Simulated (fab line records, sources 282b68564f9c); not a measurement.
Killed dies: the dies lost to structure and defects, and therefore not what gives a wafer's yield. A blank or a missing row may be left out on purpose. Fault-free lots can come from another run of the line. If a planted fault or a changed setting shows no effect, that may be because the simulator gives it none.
Which of the tools did it? + flow rit_cmos + 7 lots, 21 wafers sampled, at 2 steps of a route of 202

== WHAT EACH GAUGE READ, for each wafer ==
RIT_NWELL_TW_MEAS_10.
| lot  | measured    | on            | NWELL_TW       |
|------|-------------|---------------|----------------|
| L550 | day 2 02:00 | film_metro-01 | 2154 2170 2162 |
| L552 | day 2 12:37 | film_metro-03 | 2102 2090 2107 |
| L554 | day 2 22:01 | film_metro-04 | 2144 2138 2134 |
| L558 | day 3 20:33 | film_metro-03 | 1768 1773 1773 |
| L567 | day 5 20:39 | film_metro-04 | 2138 2153 2140 |
| L570 | day 6 12:39 | film_metro-04 | 2149 2162 2157 |
| L572 | day 7 01:02 | film_metro-03 | 2098 2102 2105 |

== EACH LOT AND THE TOOL THAT RAN IT (in order: tool; ch and the chambers of the sampled wafers; start) ==
| lot  | RIT_NWELL_IMPLANT_08           |
|------|--------------------------------|
| L550 | implanter-04 ch 0, day 2 01:41 |
| L552 | implanter-01 ch 0, day 2 12:18 |
| L554 | implanter-02 ch 0, day 2 21:41 |
| L558 | implanter-02 ch 0, day 3 20:14 |
| L567 | implanter-04 ch 0, day 5 20:20 |
| L570 | implanter-04 ch 0, day 6 12:19 |
| L572 | implanter-01 ch 0, day 7 00:43 |
- RIT_NWELL_IMPLANT_08

== THE ANSWER, worked out from the rows above alone ==
Rule: usual is defined by the lots themselves. Put in order of their means at a reading, lots are off if they are a third of the lots or fewer, leave a main group of 4 or more, and stand apart from it by a gap of 3 or more times the standard deviation of the main group's means; of several such gaps the widest counts. A main group is skipped when, at the precision printed for the reading in the tables above, its means are all equal. Also off: a lot with no number at a reading for which 4 or more lots have one. The other lots that the step has rows for count as sound.
Off: L558, seen at RIT_NWELL_TW_MEAS_10 (NWELL_TW). Mean 2134 and standard deviation 25 in the main group.
If a tool, at a process step before that reading, ran all the lots that are off and no sound lot after the first of them, it fits. The gauges at RIT_NWELL_TW_MEAS_10 are tried like those tools. One fits: implanter-02 at RIT_NWELL_IMPLANT_08. Its last sound lot is L554 (day 2 21:41), its first lot that is off L558 (day 3 20:14): a fault that began between those two fits.

== WHAT THE SIMULATOR HAD PUT IN ==
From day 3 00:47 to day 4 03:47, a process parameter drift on implanter-02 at RIT_NWELL_IMPLANT_08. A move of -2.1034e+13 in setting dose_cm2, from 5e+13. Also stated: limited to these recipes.
Lots struck among those shown: L558. The rule above found the same.
